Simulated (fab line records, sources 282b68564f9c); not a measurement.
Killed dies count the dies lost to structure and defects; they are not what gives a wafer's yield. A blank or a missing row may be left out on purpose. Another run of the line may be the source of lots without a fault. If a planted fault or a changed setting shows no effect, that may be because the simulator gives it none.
Which of the tools did it? / flow rit-cmos / Sampling: 8 lots, 24 wafers, 2 of 202 route steps

== WHAT EACH GAUGE READ, for each wafer ==
RIT_ACTIVE_CD_MEAS_11 targets a cd of 1400 nm.
lot=L544; measured=day 2 00:26; on=cd-sem-02; cd-nm (nm)=1402.3 1398.0 1398.8
lot=L546; measured=day 2 10:35; on=cd-sem-01; cd-nm (nm)=1401.0 1402.3 1401.0
lot=L548; measured=day 2 20:26; on=cd-sem-02; cd-nm (nm)=1399.5 1403.0 1401.0
lot=L551; measured=day 3 11:28; on=cd-sem-01; cd-nm (nm)=1398.7 1400.0 1399.6
lot=L553; measured=day 3 21:45; on=cd-sem-02; cd-nm (nm)=1400.6 1400.1 1399.7
lot=L558; measured=day 4 22:40; on=cd-sem-01; cd-nm (nm)=1411.0 1410.7 1408.0
lot=L561; measured=day 5 13:45; on=cd-sem-01; cd-nm (nm)=1405.2 1409.7 1408.2
lot=L565; measured=day 6 10:17; on=cd-sem-01; cd-nm (nm)=1400.9 1401.6 1403.2

== TOOL THAT RAN EACH LOT (tool first, then ch and the chambers of the sampled wafers, then the start) ==
lot=L544; RIT_ACTIVE_EXPOSE_08=iline-stepper-02 ch 0, day 2 00:02
lot=L546; RIT_ACTIVE_EXPOSE_08=iline-stepper-02 ch 0, day 2 10:06
lot=L548; RIT_ACTIVE_EXPOSE_08=iline-stepper-01 ch 0, day 2 20:02
lot=L551; RIT_ACTIVE_EXPOSE_08=iline-stepper-01 ch 0, day 3 11:04
lot=L553; RIT_ACTIVE_EXPOSE_08=iline-stepper-01 ch 0, day 3 21:20
lot=L558; RIT_ACTIVE_EXPOSE_08=iline-stepper-02 ch 0, day 4 22:02
lot=L561; RIT_ACTIVE_EXPOSE_08=iline-stepper-02 ch 0, day 5 13:21
lot=L565; RIT_ACTIVE_EXPOSE_08=iline-stepper-01 ch 0, day 6 09:53
- RIT_ACTIVE_EXPOSE_08: exposes mask M1, target cd 1400 nm.

== THE ANSWER, worked out from the rows above alone ==
Rule: the usual values come from the lots themselves. Put in order of their means at a reading, lots are off if they are a third of the lots or fewer, leave a main group of 4 or more, and stand apart from it by a gap of 3 or more times the standard deviation of the main group's means; of several such gaps the widest counts. Not used: any main group whose means are identical at the precision the tables above print for the reading. A lot without any number at a reading at which 4 lots or more have one is off too. Any other lot the step has rows for is counted as sound.
Off: L558, L561, at RIT_ACTIVE_CD_MEAS_11 (cd-nm). Mean 1400.6 nm and standard deviation 0.92 in the main group.
A tool fits if, at a process step before that reading, it ran every lot that is off, and no sound lot after the first of them. Those tools and the gauges at RIT_ACTIVE_CD_MEAS_11 are tried in the same way. One fits: iline-stepper-02 at RIT_ACTIVE_EXPOSE_08. A fault onset in the window from L546 (day 2 10:06, its last sound lot) to L558 (day 4 22:02, its first lot off) fits.

== WHAT HAD BEEN PUT IN BY THE SIMULATOR ==
Drift in process parameters on iline-stepper-02 at RIT_ACTIVE_EXPOSE_08, starting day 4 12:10. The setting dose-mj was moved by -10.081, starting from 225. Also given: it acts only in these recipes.
Lots struck among those shown: L558, L561. The rule above found the same.
